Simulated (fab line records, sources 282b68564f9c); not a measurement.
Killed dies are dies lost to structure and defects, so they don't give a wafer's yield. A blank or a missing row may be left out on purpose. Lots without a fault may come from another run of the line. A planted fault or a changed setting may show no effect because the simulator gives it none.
fab line records | flow rit_cmos
record lots=14 wafers=42 last_day=7
route steps=202 shown NLDD@112 CONTACT@180 M1@184
lots that met no fault: from a run of the same line without faults
start_h: hours from the record's first day to the start of the lot's first wafer shown | wait_h: hours since the lot's step before | " the same as in the row above | L1.1+2: a row that stands for several wafers | - no value, or no start given | * or withheld: withheld | < > ~ a bound
route shown NAME@n: a module of which the file shows steps, and the number in the route of the first | usual: mean/standard deviation of fault-free wafers | same: alike in all rows | chamber/n: place in a boat | sites: the reading at each site | _std_site: their standard deviation | _edge_site: outer sites' mean less inner sites' | radius_mm: how far each site lies from the wafer's centre | mask NAME#n: copy n | behind: the tool/chamber that last shaped the wafer | hold: why the lot was held/for how many hours/how that ended | device: the transistor (n, p or np) that didn't switch | end of line: the same wafers' tests at the end of the route | a step without rows: its recipe alone | killed: dies lost to structure and defects at the first sort, not the wafer's yield | map: a wafer's dies, x killed, . not, _ none there
set.NAME: the setting as run; set.NAME@STEP: as run at that earlier step | model.NAME: the simulator's own value behind a step, which no gauge read
steps of the route over a sample of lots; a table a step, a row a wafer
services: from which hour (start_h, from the record's first day; less than 0 if before it) a tool's chamber was out of use, for how many hours, and why
## steps
# step RIT_NLDD_STRIP_09
# recipe chemistry=O2 time_s=180 resist=NOVOLAK platen_temp_c=withheld power_w=500 pressure_mtorr=4000 o2_flow_sccm=4000
# usual chamber_pressure_mTorr=4000/4.1 drypump_motor_current_A=5.8/0.43 run_length_s=208.3/0.48
# columns lot.wafer tool chamber start_h wait_h chamber_pressure_mTorr drypump_motor_current_A rf_hours_counter_h run_length_s
L540.2 plasma_asher-02 1 57.31 0.1 4001 5.5 42 209.4
L540.3 " 0 " " 4003 5.2 - 207.8
L540.5 " 0 " " 4000 5.2 - 207.9
L541.1 plasma_asher-02 0 63.02 0.1 4000 5.2 43 207.9
L541.2 " 1 " " 4000 5.5 43 209.2
L541.5 " 0 " " 4001 5.2 - 207.8
L542.1 plasma_asher-04 0 67.30 0.1 3996 6.2 45 207.6
L542.5 " 1 " " 3996 6.0 - 208.7
L542.6 " 0 " " 3994 6.3 - 207.8
L543.2 plasma_asher-04 0 71.47 0.1 4001 6.3 45 208.1
L543.5 " 0 " " 3996 6.3 - 208.3
L543.6 " 1 " " 4001 6.1 - 208.4
L544.4 plasma_asher-04 0 78.13 0.1 3998 6.2 - 208.0
L544.5 " 0 " " 4002 6.2 - 207.8
L544.6 " 1 " " 4001 6.1 - 207.9
L545.2 plasma_asher-03 0 82.42 0.1 3999 6.3 32 208.4
L545.5 " 1 " " 4001 5.5 - 208.6
L545.6 " 0 " " 4006 6.3 - 208.2
L546.1 plasma_asher-02 1 88.04 0.1 4002 5.5 45 209.2
L546.2 " 0 " " 3998 5.2 45 208.3
L546.4 " 1 " " 3996 5.5 - 209.1
L549.1 plasma_asher-02 0 100.86 0.1 3996 5.2 46 207.8
L549.2 " 1 " " 3996 5.5 46 209.0
L549.5 " 0 " " 3999 5.2 - 207.7
L550.2 plasma_asher-04 0 107.47 0.1 4011 6.3 49 208.2
L550.3 " 1 " " 4001 6.1 - 208.9
L550.5 " 1 " " 3999 6.1 - 208.2
L556.1 plasma_asher-03 1 136.02 0.1 3996 5.5 38 208.2
L556.3 " 0 " " 3999 6.3 - 208.4
L556.5 " 0 " " 4006 6.3 - 208.1
L557.1 plasma_asher-03 1 141.51 0.1 4005 5.5 38 208.4
L557.4 " 0 " " 4002 6.3 - 208.4
L557.5 " 1 " " 3997 5.5 - 208.2
L558.1 plasma_asher-04 0 147.46 0.1 3993 6.3 55 207.7
L558.4 " 0 " " 4005 6.3 - 208.0
L558.5 " 0 " " 4001 6.3 - 207.7
L559.1 plasma_asher-02 1 151.44 0.1 3999 5.5 4 208.9
L559.3 " 0 " " 4002 5.2 - 208.3
L559.6 " 1 " " 3993 5.5 - 209.0
L560.1 plasma_asher-02 0 157.84 0.1 4002 5.2 5 207.7
L560.3 " 1 " " 4005 5.5 - 209.3
L560.5 " 0 " " 3992 5.2 - 207.7
# step RIT_CONTACT_STRIP_12
# recipe chemistry=O2 time_s=180 resist=NOVOLAK platen_temp_c=withheld power_w=500 pressure_mtorr=4000 o2_flow_sccm=4000
# usual chamber_pressure_mTorr=4000/4.1 drypump_motor_current_A=5.9/0.39 run_length_s=208.3/0.41
# columns lot.wafer tool chamber start_h wait_h chamber_pressure_mTorr drypump_motor_current_A rf_hours_counter_h run_length_s
L540.2 plasma_asher-03 1 68.98 0.1 4005 5.5 30 208.8
L540.3 " 1 " " 3996 5.5 - 208.4
L540.5 " 1 " " 4020 5.5 - 208.5
L541.1 plasma_asher-04 0 73.77 0.1 3995 6.3 46 207.7
L541.2 " 1 " " 3994 6.1 46 207.9
L541.5 " 0 " " 4004 6.3 - 207.8
L542.1 plasma_asher-02 0 77.86 0.1 3999 5.2 44 207.9
L542.5 " 1 " " 3996 5.5 - 209.4
L542.6 " 0 " " 3999 5.2 - 207.9
L543.2 plasma_asher-04 0 82.14 0.1 4001 6.3 47 207.9
L543.5 " 1 " " 3996 6.1 - 208.4
L543.6 " 0 " " 4000 6.2 - 207.8
L544.4 plasma_asher-04 0 88.38 0.2 3999 6.2 - 208.2
L544.5 " 0 " " 3996 6.2 - 207.7
L544.6 " 1 " " 3999 6.1 - 208.2
L545.2 plasma_asher-03 1 93.00 0.1 4008 5.6 33 208.3
L545.5 " 1 " " 3997 5.6 - 208.1
L545.6 " 0 " " 4002 6.3 - 208.6
L546.1 plasma_asher-03 0 98.43 0.1 3994 6.3 33 208.8
L546.2 " 1 " " 3994 5.6 33 208.6
L546.4 " 0 " " 4000 6.3 - 208.3
L549.1 plasma_asher-03 1 111.57 0.1 4000 5.6 35 208.2
L549.2 " 0 " " 3997 6.3 35 208.1
L549.5 " 1 " " 4000 5.5 - 208.4
L550.2 plasma_asher-02 0 117.84 0.1 4004 5.2 0 208.1
L550.3 " 1 " " 3997 5.5 - 209.4
L550.5 " 1 " " 4002 5.5 - 209.2
L556.1 plasma_asher-03 0 146.73 0.1 4001 6.3 39 208.1
L556.3 " 1 " " 4000 5.5 - 202.0
L556.5 " 1 " " 3995 5.5 - 202.0
L557.1 plasma_asher-03 0 151.81 0.1 4001 6.3 39 208.3
L557.4 " 0 " " 4001 6.3 - 208.4
L557.5 " 1 " " 4000 5.5 - 202.0
L558.1 plasma_asher-04 0 157.70 0.1 3994 6.3 56 208.1
L558.4 " 0 " " 4004 6.3 - 207.6
L558.5 " 1 " " 4000 6.1 - 208.0
L559.1 plasma_asher-02 0 161.73 0.1 4000 5.2 5 207.6
L559.3 " 1 " " 4003 5.5 - 208.8
L559.6 " 0 " " 4005 5.2 - 208.1
L560.1 plasma_asher-04 0 169.48 0.1 4001 6.3 57 208.0
L560.3 " 0 " " 3999 6.3 - 207.6
L560.5 " 0 " " 4001 6.2 - 207.7
# step RIT_M1_SPUTTER_00
# recipe material=Al target_thk_nm=400 power_w=2000 chamber_pressure_pa=0.4 gas=Ar time_s=500 substrate_temp_c=25
# usual throttle_valve_pct=30.0/1
# columns lot.wafer tool chamber start_h wait_h throttle_valve_pct
L540.2 pvd_sputter-03 - 70.15 0.0 30.7
L540.3 " - " " 30.5
L540.5 " - " " 30.6
L541.1 pvd_sputter-04 - 74.94 0.0 28.7
L541.2 " - " " 28.3
L541.5 " - " " 32.1
L542.1 pvd_sputter-03 - 78.68 0.0 30.1
L542.5 " - " " 30.0
L542.6 " - " " 30.8
L543.2 pvd_sputter-04 - 82.80 0.0 29.0
L543.5 " - " " 32.1
L543.6 " - " " 30.4
L544.4 pvd_sputter-03 - 88.96 0.0 30.7
L544.5 " - " " 30.4
L544.6 " - " " 30.8
L545.2 pvd_sputter-04 - 93.66 0.0 31.8
L545.5 " - " " 31.8
L545.6 " - " " 30.3
L546.1 pvd_sputter-03 - 99.08 0.0 30.6
L546.2 " - " " 30.0
L546.4 " - " " 30.8
L549.1 pvd_sputter-04 - 112.23 0.0 28.5
L549.2 " - " " 30.4
L549.5 " - " " 28.3
L550.2 pvd_sputter-01 - 118.49 0.0 30.5
L550.3 " - " " 29.9
L550.5 " - " " 30.4
L556.1 pvd_sputter-01 - 147.39 0.0 30.2
L556.3 " - " " 29.9
L556.5 " - " " 29.7
L557.1 pvd_sputter-04 - 152.45 0.0 32.2
L557.4 " - " " 28.4
L557.5 " - " " 31.8
L558.1 pvd_sputter-01 - 158.35 0.0 30.3
L558.4 " - " " 29.7
L558.5 " - " " 29.4
L559.1 pvd_sputter-04 - 162.39 0.0 28.0
L559.3 " - " " 31.9
L559.6 " - " " 30.5
L560.1 pvd_sputter-04 - 170.15 0.0 30.2
L560.3 " - " " 28.1
L560.5 " - " " 28.7
# step RIT_M1_BOW_MEAS_16
# recipe mode=bow
# usual M1_BOW=15/6.9
# columns lot.wafer tool chamber start_h wait_h M1_BOW[um]
L540.2 film_metro-02 - 75.00 0.0 3
L540.3 " - " " 11
L540.5 " - " " 21
L541.1 film_metro-02 - 78.84 0.0 6
L541.2 " - " " 31
L541.5 " - " " 10
L542.1 film_metro-02 - 82.69 0.0 22
L542.5 " - " " 18
L542.6 " - " " 4
L543.2 film_metro-02 - 88.11 0.0 18
L543.5 " - " " 23
L543.6 " - " " 14
L544.4 film_metro-04 - 93.27 0.1 9
L544.5 " - " " 20
L544.6 " - " " 9
L545.2 film_metro-04 - 97.98 0.0 18
L545.5 " - " " 10
L545.6 " - " " 31
L546.1 film_metro-04 - 103.12 0.0 15
L546.2 " - " " 16
L546.4 " - " " 11
L549.1 film_metro-04 - 116.14 0.0 19
L549.2 " - " " 15
L549.5 " - " " 16
L550.2 film_metro-03 - 123.48 0.0 7
L550.3 " - " " 23
L550.5 " - " " 11
L556.1 film_metro-03 - 151.29 0.0 24
L556.3 " - " " 20
L556.5 " - " " 26
L557.1 film_metro-04 - 156.34 0.0 17
L557.4 " - " " 10
L557.5 " - " " 14
L558.1 film_metro-04 - 162.24 0.0 16
L558.4 " - " " 12
L558.5 " - " " 24
L559.1 film_metro-03 - 166.41 0.0 14
L559.3 " - " " 22
L559.6 " - " " 14
L560.1 film_metro-04 - 174.22 0.0 10
L560.3 " - " " 1
L560.5 " - " " 15
# step RIT_M1_PROBE_99
# usual killed_at_contacts=0.1/0.23 killed_at_front_end=7/3.1 killed_dies=7/3.1 killed_open=3.4/2.1 killed_short=3.5/2
# same gross_dies=264 killed_at_M0_to_M3=0 killed_at_M4_up=0 killed_at_back_side=0 killed_at_other=0
# columns lot.wafer tool chamber start_h wait_h killed_at_contacts killed_at_front_end killed_dies killed_open killed_short
L540.2 prober-01 - 75.15 0.1 0 3 3 3 0
L540.3 prober-01 - 75.20 0.2 0 9 9 7 2
L540.5 prober-01 - 75.30 0.2 0 5 5 3 2
L541.1 prober-02 - 78.96 0.1 0 18 18 5 13
L541.2 prober-02 - 79.01 0.1 0 4 4 2 2
L541.5 prober-02 - 79.16 0.2 0 5 5 1 4
L542.1 prober-01 - 82.81 0.1 0 7 7 4 3
L542.5 prober-01 - 83.01 0.2 0 6 6 1 5
L542.6 prober-01 - 83.06 0.2 0 7 7 3 4
L543.2 prober-02 - 88.26 0.1 0 6 6 4 2
L543.5 prober-02 - 88.41 0.2 0 9 9 4 5
L543.6 prober-02 - 88.46 0.2 1 7 8 5 3
L544.4 prober-01 - 93.48 0.2 0 7 7 5 2
L544.5 prober-01 - 93.53 0.2 0 4 4 2 2
L544.6 prober-01 - 93.58 0.2 0 5 5 3 2
L545.2 prober-02 - 98.13 0.1 0 10 10 5 5
L545.5 prober-02 - 98.28 0.2 0 8 8 5 3
L545.6 prober-02 - 98.33 0.2 0 6 6 2 4
L546.1 prober-01 - 103.24 0.1 0 10 10 2 8
L546.2 prober-01 - 103.29 0.1 0 12 12 7 5
L546.4 prober-01 - 103.39 0.2 0 5 5 1 4
L549.1 prober-02 - 116.26 0.1 0 6 6 4 2
L549.2 prober-02 - 116.31 0.1 0 4 4 1 3
L549.5 prober-02 - 116.46 0.2 0 5 5 4 1
L550.2 prober-02 - 123.63 0.1 0 2 2 2 0
L550.3 prober-02 - 123.68 0.2 0 8 8 3 5
L550.5 prober-02 - 123.78 0.2 0 7 7 3 4
L556.1 prober-02 - 151.41 0.1 0 9 9 3 6
L556.3 prober-02 - 151.51 0.2 0 5 5 2 3
L556.5 prober-02 - 151.61 0.2 0 6 6 2 4
L557.1 prober-01 - 156.46 0.1 0 9 9 8 1
L557.4 prober-01 - 156.61 0.2 0 11 11 5 6
L557.5 prober-01 - 156.66 0.2 0 5 5 1 4
L558.1 prober-02 - 162.36 0.1 0 2 2 0 2
L558.4 prober-02 - 162.51 0.2 0 4 4 3 1
L558.5 prober-02 - 162.56 0.2 0 5 5 3 2
L559.1 prober-01 - 166.53 0.1 0 6 6 1 5
L559.3 prober-01 - 166.63 0.2 1 6 7 5 2
L559.6 prober-01 - 166.78 0.2 0 8 8 3 5
L560.1 prober-02 - 174.34 0.1 0 10 10 5 5
L560.3 prober-02 - 174.44 0.2 0 5 5 0 5
L560.5 prober-02 - 174.54 0.2 0 5 5 5 0
# killed by level:class
L540.2 GATE:geometric_particle:open=2 REOX:geometric_particle:open=1
L540.3 FOX1:geometric_particle:open=2 GATE:geometric_particle:open=2 REOX:geometric_particle:open=2 FOX1:geometric_particle:short=1 SPACER:geometric_particle:open=1 SPACER:geometric_particle:short=1
L540.5 SILICIDE:geometric_particle:open=2 GATE:geometric_particle:short=1 REOX:geometric_particle:open=1 STARTING-WAFER:geometric_particle:short=1
L541.1 SPACER:geometric_particle:short=7 GATE:geometric_particle:short=4 SPACER:geometric_particle:open=4 REOX:geometric_particle:short=2 REOX:geometric_particle:open=1
L541.2 REOX:geometric_particle:open=1 REOX:geometric_particle:short=1 SPACER:geometric_particle:open=1 SILICIDE:geometric_particle:short=1
L541.5 FOX1:geometric_particle:short=1 GATE:geometric_particle:short=1 REOX:geometric_particle:open=1 REOX:geometric_particle:short=1 SPACER:geometric_particle:short=1
L542.1 SILICIDE:geometric_particle:open=3 FOX1:geometric_particle:open=1 FOX2:geometric_particle:short=1 GATE:geometric_particle:short=1 SILICIDE:geometric_particle:short=1
L542.5 GATE:geometric_particle:short=3 FOX1:geometric_particle:short=2 GATE:geometric_particle:open=1
L542.6 SPACER:geometric_particle:short=3 SPACER:geometric_particle:open=2 GATE:geometric_particle:short=1 GATE:geometric_particle:open=1
L543.2 GATE:geometric_particle:short=2 SPACER:geometric_particle:open=2 GATE:geometric_particle:open=1 REOX:geometric_particle:open=1
L543.5 FOX1:geometric_particle:open=2 FOX1:geometric_particle:short=2 SILICIDE:geometric_particle:open=2 GATE:geometric_particle:short=1 REOX:geometric_particle:short=1 SILICIDE:geometric_particle:short=1
L543.6 GATE:geometric_particle:open=3 SPACER:geometric_particle:short=1 SPACER:geometric_particle:open=1 SILICIDE:geometric_particle:short=1 SILICIDE:geometric_particle:open=1 CONTACT:geometric_particle:short=1
L544.4 SPACER:geometric_particle:open=4 GATE:geometric_particle:short=1 REOX:geometric_particle:open=1 SPACER:geometric_particle:short=1
L544.5 FOX1:geometric_particle:short=1 GATE:geometric_particle:open=1 REOX:geometric_particle:short=1 SPACER:geometric_particle:open=1
L544.6 GATE:geometric_particle:open=2 FOX2:geometric_particle:open=1 GATE:geometric_particle:short=1 SPACER:geometric_particle:short=1
L545.2 GATE:geometric_particle:short=5 GATE:geometric_particle:open=3 FOX1:geometric_particle:open=1 SPACER:geometric_particle:open=1
L545.5 SPACER:geometric_particle:open=4 GATE:geometric_particle:short=1 GATE:geometric_particle:open=1 REOX:geometric_particle:short=1 SPACER:geometric_particle:short=1
L545.6 SPACER:geometric_particle:short=2 FOX1:geometric_particle:open=1 GATE:geometric_particle:short=1 GATE:geometric_particle:open=1 SILICIDE:geometric_particle:short=1
L546.1 GATE:geometric_particle:short=6 FOX1:geometric_particle:short=1 FOX1:geometric_particle:open=1 GATE:geometric_particle:open=1 SPACER:geometric_particle:short=1
L546.2 GATE:geometric_particle:open=4 SPACER:geometric_particle:short=3 FOX1:geometric_particle:short=1 FOX1:geometric_particle:open=1 GATE:geometric_particle:short=1 REOX:geometric_particle:open=1 SPACER:geometric_particle:open=1
L546.4 FOX2:geometric_particle:short=2 GATE:geometric_particle:short=2 SILICIDE:geometric_particle:open=1
L549.1 GATE:geometric_particle:open=3 FOX1:geometric_particle:short=1 FOX2:geometric_particle:open=1 GATE:geometric_particle:short=1
L549.2 FOX1:geometric_particle:short=2 GATE:geometric_particle:short=1 SPACER:geometric_particle:open=1
L549.5 SPACER:geometric_particle:open=2 FOX1:geometric_particle:open=1 GATE:geometric_particle:open=1 REOX:geometric_particle:short=1
L550.2 REOX:geometric_particle:open=1 SILICIDE:geometric_particle:open=1
L550.3 GATE:geometric_particle:open=2 GATE:geometric_particle:short=2 FOX2:geometric_particle:short=1 REOX:geometric_particle:open=1 REOX:geometric_particle:short=1 SPACER:geometric_particle:short=1
L550.5 GATE:geometric_particle:short=4 GATE:geometric_particle:open=3
L556.1 FOX2:geometric_particle:open=2 SILICIDE:geometric_particle:short=2 FOX1:geometric_particle:short=1 FOX2:geometric_particle:short=1 GATE:geometric_particle:short=1 REOX:geometric_particle:short=1 SPACER:geometric_particle:open=1
L556.3 FOX1:geometric_particle:open=1 FOX2:geometric_particle:open=1 GATE:geometric_particle:short=1 SPACER:geometric_particle:short=1 SILICIDE:geometric_particle:short=1
L556.5 FOX1:geometric_particle:open=1 FOX2:geometric_particle:short=1 FOX2:geometric_particle:open=1 GATE:geometric_particle:short=1 REOX:geometric_particle:short=1 SPACER:geometric_particle:short=1
L557.1 GATE:geometric_particle:open=6 FOX1:geometric_particle:short=1 REOX:geometric_particle:open=1 SPACER:geometric_particle:open=1
L557.4 GATE:geometric_particle:short=4 GATE:geometric_particle:open=4 FOX1:geometric_particle:short=1 FOX2:geometric_particle:short=1 REOX:geometric_particle:open=1
L557.5 GATE:geometric_particle:short=3 SPACER:geometric_particle:open=1 SPACER:geometric_particle:short=1
L558.1 SPACER:geometric_particle:short=2
L558.4 GATE:geometric_particle:open=3 REOX:geometric_particle:short=1
L558.5 GATE:geometric_particle:short=2 GATE:geometric_particle:open=2 REOX:geometric_particle:open=1
L559.1 GATE:geometric_particle:short=3 FOX1:geometric_particle:short=2 GATE:geometric_particle:open=1
L559.3 FOX1:geometric_particle:open=1 FOX2:geometric_particle:open=1 GATE:geometric_particle:open=1 REOX:geometric_particle:open=1 SPACER:geometric_particle:short=1 SPACER:geometric_particle:open=1 CONTACT:geometric_particle:short=1
L559.6 SPACER:geometric_particle:short=2 SILICIDE:geometric_particle:short=2 FOX1:geometric_particle:open=1 FOX1:geometric_particle:short=1 GATE:geometric_particle:open=1 SILICIDE:geometric_particle:open=1
L560.1 SILICIDE:geometric_particle:open=3 FOX1:geometric_particle:short=2 FOX1:geometric_particle:open=2 SILICIDE:geometric_particle:short=2 GATE:geometric_particle:short=1
L560.3 GATE:geometric_particle:short=3 SILICIDE:geometric_particle:short=2
L560.5 FOX1:geometric_particle:open=2 SILICIDE:geometric_particle:open=2 SPACER:geometric_particle:open=1
## services
# columns tool chamber start_h hours kind
plasma_asher-02 - 69.46 7.5 repair
plasma_asher-03 - 93.85 2.8 pm
plasma_asher-02 - 108.75 9.0 pm
plasma_asher-02 0 108.75 9.0 vent_cycle
plasma_asher-02 1 108.75 9.0 vent_cycle
plasma_asher-02 0 117.75 - clean
plasma_asher-02 1 117.75 - clean
plasma_asher-04 - 143.73 0.8 repair
## key
first_sign step=RIT_CONTACT_STRIP_12 reading=run_length_s direction=down sigmas=15 usual=* struck=*
effect none on later readings
met_at RIT_CONTACT_STRIP_12
struck_lots L556,L557
struck_wafers L556.3,L556.5,L557.5
tester_left_out L556,L557
not_acting_at RIT_NLDD_STRIP_09,RIT_M1_SPUTTER_00,RIT_M1_BOW_MEAS_16
onset_between 111.57 146.73
fault kind=process_parameter_drift tool=plasma_asher-03 chamber=1 onset_h=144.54 steps=RIT_CONTACT_STRIP_12 channel=time_s offset=* shape=step end_h=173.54 acts_in=* stated=*
# tester_left_out: of these lots the tester's yield and bins aren't shown, on N5 and GAA mostly nor the transistor test; their killed dies are dies lost to structure and defects alone, not to doping, threshold or leakage, so they don't give the yield
